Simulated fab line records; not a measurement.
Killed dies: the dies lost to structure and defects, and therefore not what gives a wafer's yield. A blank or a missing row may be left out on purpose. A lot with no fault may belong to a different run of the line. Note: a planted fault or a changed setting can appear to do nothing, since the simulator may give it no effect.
The tool behind it: which one? || flow rit cmos || 7 lots, 21 wafers sampled, at 3 steps of a route of 202

## WHAT EACH GAUGE READ, for each wafer
RIT_FOX1_THK_MEAS_01.
{"lot": "L331", "measured": "day 2 07:58", "on": "film metro-04", "FOX1_OXIDE_THK (nm)": "345 348 349"}
{"lot": "L333", "measured": "day 2 17:49", "on": "film metro-04", "FOX1_OXIDE_THK (nm)": "352 350 346"}
{"lot": "L335", "measured": "day 3 04:10", "on": "film metro-04", "FOX1_OXIDE_THK (nm)": "359 355 356"}
{"lot": "L339", "measured": "day 4 02:26", "on": "film metro-04", "FOX1_OXIDE_THK (nm)": "383 384 387"}
{"lot": "L341", "measured": "day 4 11:23", "on": "film metro-04", "FOX1_OXIDE_THK (nm)": "407 405 406"}
{"lot": "L344", "measured": "day 5 00:52", "on": "film metro-04", "FOX1_OXIDE_THK (nm)": "357 360 362"}
{"lot": "L349", "measured": "day 6 02:01", "on": "film metro-03", "FOX1_OXIDE_THK (nm)": "350 353 347"}

## TOOL THAT RAN EACH LOT (tool first, then ch and the chambers of the sampled wafers, then the start)
{"lot": "L331", "RIT_ACTIVE_STRIP_14": "plasma asher-02 ch 0,1, day 2 05:58", "RIT_FOX1_OXIDATION_00": "furnace-03 ch 0, day 2 06:39"}
{"lot": "L333", "RIT_ACTIVE_STRIP_14": "plasma asher-01 ch 0,1, day 2 15:51", "RIT_FOX1_OXIDATION_00": "furnace-03 ch 0, day 2 16:31"}
{"lot": "L335", "RIT_ACTIVE_STRIP_14": "plasma asher-04 ch 0,1, day 3 02:03", "RIT_FOX1_OXIDATION_00": "furnace-01 ch 0, day 3 02:50"}
{"lot": "L339", "RIT_ACTIVE_STRIP_14": "plasma asher-01 ch 0, day 4 00:27", "RIT_FOX1_OXIDATION_00": "furnace-03 ch 0, day 4 01:07"}
{"lot": "L341", "RIT_ACTIVE_STRIP_14": "plasma asher-04 ch 0,1, day 4 09:25", "RIT_FOX1_OXIDATION_00": "furnace-03 ch 0, day 4 10:03"}
{"lot": "L344", "RIT_ACTIVE_STRIP_14": "plasma asher-02 ch 0,1, day 4 22:54", "RIT_FOX1_OXIDATION_00": "furnace-01 ch 0, day 4 23:31"}
{"lot": "L349", "RIT_ACTIVE_STRIP_14": "plasma asher-01 ch 0,1, day 6 00:02", "RIT_FOX1_OXIDATION_00": "furnace-01 ch 0, day 6 00:42"}
- RIT_ACTIVE_STRIP_14: strips in O2, time 180 s.
- RIT_FOX1_OXIDATION_00: target thk 350.7 nm, ox time 1130 s.

## THE ANSWER, worked out from the rows above alone
Rule: what is usual is taken from the lots themselves. The widest of any qualifying gaps counts: lots, ordered by their means at a reading, are off when they make up no more than a third of the lots, leave a main group of 4 or more, and stand apart from it by 3 or more times the standard deviation of that group's means. If all means in a main group match to the digits the tables above print for the reading, that group is not used. Also off: a lot with no number at a reading for which 4 or more lots have one. The other lots that the step has rows for count as sound.
Off: at RIT_FOX1_THK_MEAS_01 (FOX1_OXIDE_THK), L339, L341. The main group: mean 353 nm, standard deviation 4.7.
A tool fits if, at a process step before that reading, it ran every lot that is off, and no sound lot after the first of them. Gauges at RIT_FOX1_THK_MEAS_01: tried the same way as those tools. One fits: RIT_FOX1_OXIDATION_00 on furnace-03. Its last sound lot is L333 (day 2 16:31), its first lot that is off L339 (day 4 01:07): a fault that began between those two fits.

## WHAT THE SIMULATOR PUT IN
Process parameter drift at RIT_FOX1_OXIDATION_00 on furnace-03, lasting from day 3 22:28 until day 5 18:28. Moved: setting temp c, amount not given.
Lots struck among those shown: L339, L341. Same finding as the rule above.
